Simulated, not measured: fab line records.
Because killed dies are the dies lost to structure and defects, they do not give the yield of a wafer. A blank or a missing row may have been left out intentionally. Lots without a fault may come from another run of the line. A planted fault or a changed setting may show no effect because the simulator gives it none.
Split-lot experiment    flow berkeley cmos170    23 wafers read from 5 lots, route of 331 steps

== THE SPLIT ITSELF ==
At UCB170_M2_SPUTTER_01 (material Al, target thk 900 nm, time 120 s), the setting time s was moved away from the recipe's 120 s on 6 of the 23 wafers read, by +5.6% to +9.6%. All remaining wafers had this setting at the recipe value.

== THE PATH FROM SPLIT TO READING: the file shows 1 step between them ==
- UCB170_M2_RS_MEAS_02: measures by four-point-probe

== THE READING ==
M2_AL_THK, in nm, at UCB170_M2_THK_MEAS_03 (measures by xrf). A value of 911 nm with a standard deviation of 12 nm is what fault-free wafers of this fab line usually give.

wafer   tool, chamber at the split  time s as run, s  against the recipe  M2_AL_THK, nm  against lot-mates on the recipe
L077.1  pvd sputter-01, -           120               recipe              921            -
L077.3  pvd sputter-01, -           120               recipe              909            -
L077.6  pvd sputter-01, -           120               recipe              910            -
L078.1  pvd sputter-02, -           131.5             +9.6%               982            +92
L078.2  pvd sputter-02, -           120               recipe              876            -
L078.3  pvd sputter-02, -           131.5             +9.6%               984            +94
L078.5  pvd sputter-02, -           131.5             +9.6%               966            +76
L078.6  pvd sputter-02, -           120               recipe              904            -
L079.1  pvd sputter-03, -           120               recipe              908            -
L079.2  pvd sputter-03, -           120               recipe              915            -
L079.3  pvd sputter-03, -           120               recipe              913            -
L079.4  pvd sputter-03, -           120               recipe              913            -
L079.6  pvd sputter-03, -           120               recipe              908            -
L081.1  pvd sputter-01, -           120               recipe              926            -
L081.3  pvd sputter-01, -           120               recipe              924            -
L081.4  pvd sputter-01, -           120               recipe              910            -
L081.5  pvd sputter-01, -           120               recipe              922            -
L081.6  pvd sputter-01, -           120               recipe              915            -
L083.1  pvd sputter-01, -           120               recipe              924            -
L083.3  pvd sputter-01, -           126.7             +5.6%               965            +44
L083.4  pvd sputter-01, -           126.7             +5.6%               964            +42
L083.5  pvd sputter-01, -           120               recipe              919            -
L083.6  pvd sputter-01, -           126.7             +5.6%               965            +44

FIT RESULTS
A straight line over all 23 wafers: M2_AL_THK changes by +7.29 nm for each +1% of time s; r = +0.92; the points scatter about the line by 11 nm.
The same after taking each lot's own level away (the mean of its wafers on the recipe; 23 wafers): +8.81 nm for each +1%; r = +0.98; scatter 7 nm.
That fit puts the effect of the largest move of time s on the reading at 84 nm.
From 890.0 to 921.5 nm: that is the span of the lots' own levels, equal to 2.6 times the standard deviation above.
So the slope is not independent of the lot-to-lot level: the two fits are not the same.
Check: for one of the wafers moved furthest among these (+9.6%), held out of the fit, the line's prediction against its lot-mates is +81.4 nm. It came out at +92 nm against them.

== THE WHOLE CHAIN: every reading that the file lists as answering this split, in the file's order ==
step                   what it does                                reading                                                                      change (the file's fit)                r (the file's)
UCB170_M2_SPUTTER_01   material Al, target thk 900 nm, time 120 s  Al_of_M2_SPUTTER_01.thk nm (the simulator's own value, which no gauge read)  +8.53 nm for each +1% of the setting   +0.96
UCB170_M2_RS_MEAS_02   measures by four-point-probe                M2_AL_RS                                                                     -0.000291 for each +1% of the setting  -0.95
UCB170_M2_THK_MEAS_03  measures by xrf                             M2_AL_THK                                                                    +8.74 for each +1% of the setting      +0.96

== THE FILE'S OWN FIT ==
M2_AL_THK changes by +8.74 nm for each +1% of time s, r = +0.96.
